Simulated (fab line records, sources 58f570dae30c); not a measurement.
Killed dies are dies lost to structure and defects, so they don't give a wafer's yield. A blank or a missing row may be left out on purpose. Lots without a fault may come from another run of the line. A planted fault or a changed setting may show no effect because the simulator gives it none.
Which tool did it? | flow berkeley_cmos170 | 15 lots, 45 wafers sampled, at 4 steps of a route of 331

WHAT THE GAUGES READ, wafer by wafer
UCB170_SILICIDE_RS_MEAS_02: measures by four-point-probe.
lot  | measured     | on            | SILICIDE_TI_RS (ohm/sq)
L422 | day 8 06:24  | film_metro-01 | 26.1 25.9 26.0
L424 | day 8 21:59  | film_metro-03 | 26.1 26.5 26.0
L425 | day 8 22:17  | film_metro-03 | 26.2 26.0 26.0
L423 | day 8 22:34  | film_metro-01 | 26.0 26.0 26.5
L426 | day 9 05:24  | film_metro-01 | 26.1 26.1 26.2
L428 | day 9 21:35  | film_metro-01 | 26.0 25.6 25.6
L434 | day 10 17:53 | film_metro-03 | 26.6 26.5 26.3
L432 | day 10 18:07 | film_metro-02 | 26.1 26.3 25.9
L433 | day 11 08:36 | film_metro-03 | 26.6 26.6 26.6
L436 | day 11 08:58 | film_metro-03 | 25.8 25.8 25.8
L435 | day 11 08:48 | film_metro-01 | 25.9 25.6 25.7
L437 | day 11 16:14 | film_metro-03 | 26.5 25.9 25.9
L442 | day 11 23:38 | film_metro-03 | 25.7 25.7 26.2
L440 | day 11 23:55 | film_metro-03 | 26.0 25.5 26.0
L441 | day 12 00:06 | film_metro-01 | 26.1 25.7 25.5

UCB170_V1_OVL_MEAS_13.
lot  | measured     | on         | V1_OVL (nm)
L422 | day 8 16:34  | overlay-02 | 2 -4 -8
L424 | day 9 09:29  | overlay-01 | 0 -1 3
L425 | day 9 09:36  | overlay-02 | 0 -5 -5
L423 | day 9 10:30  | overlay-01 | -7 -6 -6
L426 | day 9 18:31  | overlay-02 | 11 -2 -7
L428 | day 10 08:41 | overlay-02 | -2 -1 -1
L434 | day 11 06:40 | overlay-01 | -13 -11 -4
L432 | day 11 07:50 | overlay-02 | 5 6 0
L433 | day 11 19:50 | overlay-02 | -1 -3 1
L436 | day 11 22:18 | overlay-01 | -11 -8 -3
L435 | day 11 21:10 | overlay-01 | -3 1 -2
L437 | day 12 02:47 | overlay-01 | -2 1 5
L442 | day 12 13:40 | overlay-01 | 3 -4 -7
L440 | day 12 15:50 | overlay-02 | -12 -4 -11
L441 | day 12 19:24 | overlay-01 | -10 -7 -2

UCB170_V2_THK_MEAS_01.
lot  | measured     | on            | V2_TEOS_THK (nm)
L422 | day 8 19:46  | film_metro-03 | 1956 2008 2013
L424 | day 9 13:12  | film_metro-03 | 1963 1981 2024
L425 | day 9 13:26  | film_metro-01 | 1979 2008 2026
L423 | day 9 14:25  | film_metro-01 | 1975 2027 1981
L426 | day 10 01:28 | film_metro-04 | 1976 1997 2029
L428 | day 10 11:52 | film_metro-04 | 1953 1997 2015
L434 | day 11 10:21 | film_metro-03 | 2009 2013 2033
L432 | day 11 11:35 | film_metro-03 | 1983 1989 2012
L433 | day 11 23:25 | film_metro-01 | 1995 2054 2026
L436 | day 12 01:23 | film_metro-01 | 1983 1968 1989
L435 | day 12 00:44 | film_metro-03 | 1969 2011 2044
L437 | day 12 09:31 | film_metro-03 | 2002 1982 2059
L442 | day 12 17:20 | film_metro-03 | 1983 2004 1984
L440 | day 12 19:45 | film_metro-03 | 1960 2005 1998
L441 | day 12 22:31 | film_metro-03 | 1983 1980 2012

WHICH TOOL RAN EACH LOT (tool, then ch and the chambers of the sampled wafers, then the start)
lot  | UCB170_PSD_PEB_04
L422 | litho_track-04 ch 0, day 8 01:52
L424 | litho_track-02 ch 0, day 8 17:08
L425 | litho_track-02 ch 0, day 8 17:25
L423 | litho_track-02 ch 0, day 8 17:44
L426 | litho_track-04 ch 0, day 9 01:31
L428 | litho_track-01 ch 0, day 9 13:56
L434 | litho_track-01, day 10 10:25
L432 | litho_track-04, day 10 10:35
L433 | litho_track-02, day 11 02:32
L436 | litho_track-04 ch 0, day 11 02:43
L435 | litho_track-01 ch 0, day 11 02:52
L437 | litho_track-04 ch 0, day 11 11:33
L442 | litho_track-04 ch 0, day 11 19:26
L440 | litho_track-02 ch 0, day 11 19:32
L441 | litho_track-01 ch 0, day 11 19:43
- UCB170_PSD_PEB_04

WHAT THE TOOLS THEMSELVES READ (means of the sampled wafers that have a number; where no wafer has one, the mark that the record gives instead)
UCB170_PSD_PEB_04.
lot  | tool           | chill_plate_temp_C (C) | exhaust_pa (Pa) | plate_temp_C (C)
L422 | litho_track-04 | 23.22                  | 44.7            | 130.08
L424 | litho_track-02 | 22.87                  | 46.2            | 129.91
L425 | litho_track-02 | 23.07                  | 45.6            | 129.78
L423 | litho_track-02 | 22.93                  | 44.7            | 130.04
L426 | litho_track-04 | 23.17                  | 45.2            | 129.99
L428 | litho_track-01 | 22.98                  | 45.2            | 130.08
L434 | litho_track-01 | -                      | -               | -
L432 | litho_track-04 | -                      | -               | -
L433 | litho_track-02 | -                      | -               | -
L436 | litho_track-04 | 22.95                  | 45.0            | 129.99
L435 | litho_track-01 | 22.90                  | 44.3            | 129.95
L437 | litho_track-04 | 22.98                  | 43.7            | 129.94
L442 | litho_track-04 | 22.95                  | 45.2            | 130.03
L440 | litho_track-02 | 22.96                  | 45.3            | 130.11
L441 | litho_track-01 | 23.08                  | 43.9            | 129.90

THE ANSWER, worked out from the rows above alone
Rule: what is usual is taken from the lots themselves. Put in order of their means at a reading, lots are off if they are a third of the lots or fewer, leave a main group of 4 or more, and stand apart from it by a gap of 3 or more times the standard deviation of the main group's means; of several such gaps the widest counts. A main group whose means are all the same, to the digits that the tables above print for the reading, isn't used. A lot without any number at a reading at which 4 lots or more have one is off too. The other lots that the step has rows for count as sound. The gauges are gone through in route order, then the tools' own readings, and for those a lot's mean is taken as printed above. The first step at which some lot is off is used, and at that step the reading that is off furthest; a lot without a number counts as furthest.
Off: L434, L432, L433, at UCB170_PSD_PEB_04 (chill_plate_temp_C). Without a number there: L434, L432, L433. The main group: mean 23.00 C, standard deviation 0.1.
A tool fits if, at that step or a process step before it, it ran every lot that is off, and no sound lot after the first of them. None of those tried fits.

WHAT THE SIMULATOR HAD PUT IN
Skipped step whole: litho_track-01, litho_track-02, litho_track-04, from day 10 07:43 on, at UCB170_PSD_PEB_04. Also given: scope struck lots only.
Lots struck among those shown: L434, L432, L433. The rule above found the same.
